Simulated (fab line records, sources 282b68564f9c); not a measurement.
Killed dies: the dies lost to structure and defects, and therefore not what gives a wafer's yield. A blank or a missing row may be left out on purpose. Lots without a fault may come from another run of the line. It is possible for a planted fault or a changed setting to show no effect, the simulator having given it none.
A lot that was struck, set against a sound lot / flow rit_cmos / 43 steps out of a route of 202
Sound: wafers L548.3, L548.5, L548.6. Wafers L558.1, L558.3, L558.6 were the ones struck. At the end, the cause is stated.
Per side, at each step with rows, come the tool, then ch with its chambers, and then its first start. Under that, the readings that differ: sound wafers / struck wafers / difference of the means / sigmas: that difference in standard deviations of wafers without a fault.
alike: a reading whose means differ by less than 2 such deviations, as well as words and numbers matching on both sides. not compared: withheld readings; readings where some wafer has no value; bounds like >300 that might hide an equal value; numbers whose values overlap and for which the record gives no deviation.
Wherever a step has rows on one side only, a row that says differs or no value, or a row with sigmas, the two part there. Numbers that don't overlap but have no deviation are shown without sigmas and don't part them. Lack of a reading on every wafer of one side parts them only where that side has two or more wafers.

first, 3 steps without rows for these wafers: RIT_REOX_CLEAN_01 (cleans in dHF, time 30 s); RIT_REOX_CLEAN_02 (cleans in SC2, time 600 s); RIT_REOX_OXIDATION_03 (target thk 25.2 nm, ox time 5580 s).
RIT_REOX_THK_MEAS_04:
  sound: film_metro-02 at day 2 23:14; struck: film_metro-02 at day 4 22:41
  alike: REOX_OXIDE_THK
then, 6 steps without rows for these wafers: RIT_NLDD_HMDS_00 (prime time 60 s); RIT_NLDD_COAT_01 (resist thk 1000 nm); RIT_NLDD_SOFTBAKE_02 (time 60 s); RIT_NLDD_EXPOSE_03 (exposes mask M7, target cd 40700 nm); RIT_NLDD_PEB_04; RIT_NLDD_DEVELOP_05 (develop time 50 s).
RIT_NLDD_OVL_MEAS_06:
  sound: overlay-02 at day 3 00:08; struck: overlay-01 at day 4 23:50
  alike: NLDD_OVL
then, 1 step without rows for these wafers: RIT_NLDD_HARDBAKE_07 (time 60 s).
RIT_NLDD_IMPLANT_08:
  sound on implanter-04 ch 0, day 3 00:22; struck on implanter-04 ch 0, day 5 00:02
reading=beam_energy_keV; sound=20.001 20.013 20.011; struck=16.911 16.921 16.920; difference=-3.091; sigmas=-99 or more
reading=model.implant.rp_nm (nm); sound=28.12 28.12 28.12; struck=25.81 25.81 25.81; difference=-2.31; sigmas=
reading=model.implant.drp_nm (nm); sound=12.97 12.97 12.97; struck=11.72 11.72 11.72; difference=-1.25; sigmas=
RIT_NLDD_STRIP_09: strips in O2, time 180 s.
  sound on plasma_asher-03 ch 0,1, day 3 00:31; struck on plasma_asher-02 ch 0,1, day 5 00:11
  alike: drypump_motor_current_A
  not compared: rf_hours_counter_h
RIT_NLDD_TW_MEAS_10:
  sound: film_metro-03 at day 3 00:39; struck: film_metro-04 at day 5 00:35
reading=NLDD_TW; sound=2484 2483 2470; struck=2405 2412 2402; difference=-73; sigmas=-4
  not compared: hold
then, 5 steps without rows for these wafers: RIT_PLDD_COAT_01 (resist thk 1000 nm); RIT_PLDD_SOFTBAKE_02 (time 60 s); RIT_PLDD_EXPOSE_03 (exposes mask M8, target cd 40900 nm); RIT_PLDD_PEB_04; RIT_PLDD_DEVELOP_05 (develop time 50 s).
RIT_PLDD_OVL_MEAS_06:
  sound: overlay-02 at day 3 01:41; struck: overlay-02 at day 5 03:45
  alike: PLDD_OVL
then, 2 steps without rows for these wafers: RIT_PLDD_HARDBAKE_07 (time 60 s); RIT_PLDD_IMPLANT_08.
RIT_PLDD_STRIP_09: strips in O2, time 180 s.
  sound on plasma_asher-01 ch 0,1, day 3 02:04; struck on plasma_asher-02 ch 0,1, day 5 04:13
  alike: drypump_motor_current_A
  not compared: rf_hours_counter_h
RIT_PLDD_TW_MEAS_10:
  sound: film_metro-03 at day 3 02:12; struck: film_metro-01 at day 5 04:23
  alike: PLDD_TW
then, 4 steps without rows for these wafers: RIT_SPACER_CLEAN_00 (cleans in SC1, time 600 s); RIT_SPACER_CLEAN_01 (cleans in dHF, time 30 s); RIT_SPACER_CLEAN_02 (cleans in SC2, time 600 s); RIT_SPACER_CVD_03 (deposits Si3N4 from SiH2Cl2/NH3, target thk 250 nm, time 3300 s).
RIT_SPACER_THK_MEAS_04:
  sound: film_metro-04 at day 3 04:44; struck: film_metro-02 at day 5 06:52
  alike: SPACER_NITRIDE_THK
RIT_SPACER_ETCHBACK_05: etches Si3N4 in SF6/CHF3, stops on SiO2, target depth 250 nm, time 240 s.
  sound on rie_diel-01 ch 1,2,3, day 3 04:47; struck on rie_diel-04 ch 0,2,3, day 5 06:56
  alike: drypump_motor_current_A, oes_product_au, rf_fwd_power_W, throttle_valve_pct
  not compared: rf_hours_counter_h
then, 6 steps without rows for these wafers: RIT_NSD_HMDS_00 (prime time 60 s); RIT_NSD_COAT_01 (resist thk 1000 nm); RIT_NSD_SOFTBAKE_02 (time 60 s); RIT_NSD_EXPOSE_03 (exposes mask M9, target cd 40700 nm); RIT_NSD_PEB_04; RIT_NSD_DEVELOP_05 (develop time 50 s).
RIT_NSD_OVL_MEAS_06:
  sound: overlay-01 at day 3 05:55; struck: overlay-01 at day 5 08:38
  alike: NSD_OVL
then, 2 steps without rows for these wafers: RIT_NSD_HARDBAKE_07 (time 60 s); RIT_NSD_IMPLANT_08.
RIT_NSD_STRIP_09: strips in O2, time 180 s.
  sound on plasma_asher-03 ch 0,1, day 3 06:18; struck on plasma_asher-04 ch 0,1, day 5 09:01
  alike: drypump_motor_current_A
  not compared: rf_hours_counter_h
RIT_SDANNEAL_RS_MEAS_07: the measuring method here is four-point-probe.
  sound: film_metro-03 at day 3 08:43; struck: film_metro-03 at day 5 12:27
reading=NLDD_RS (ohm/sq); sound=150.9 151.4 150.9; struck=154.9 154.1 154.2; difference=+3.3; sigmas=+7
  not compared: hold
RIT_M1_PROBE_99:
  sound: prober-01 at day 3 15:48; struck: prober-02 at day 5 21:51
  alike: killed_at_contacts, killed_at_front_end, killed_dies, killed_open, killed_short

WHERE THEY PART
Last at RIT_SDANNEAL_RS_MEAS_07 as far as this record goes, first at RIT_NLDD_IMPLANT_08. Later steps at which nothing parts them and some readings are alike: RIT_M1_PROBE_99.

WHY: the cause the simulator had injected
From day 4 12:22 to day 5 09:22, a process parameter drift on implanter-04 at RIT_NLDD_IMPLANT_08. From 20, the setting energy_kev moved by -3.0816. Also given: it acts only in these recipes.
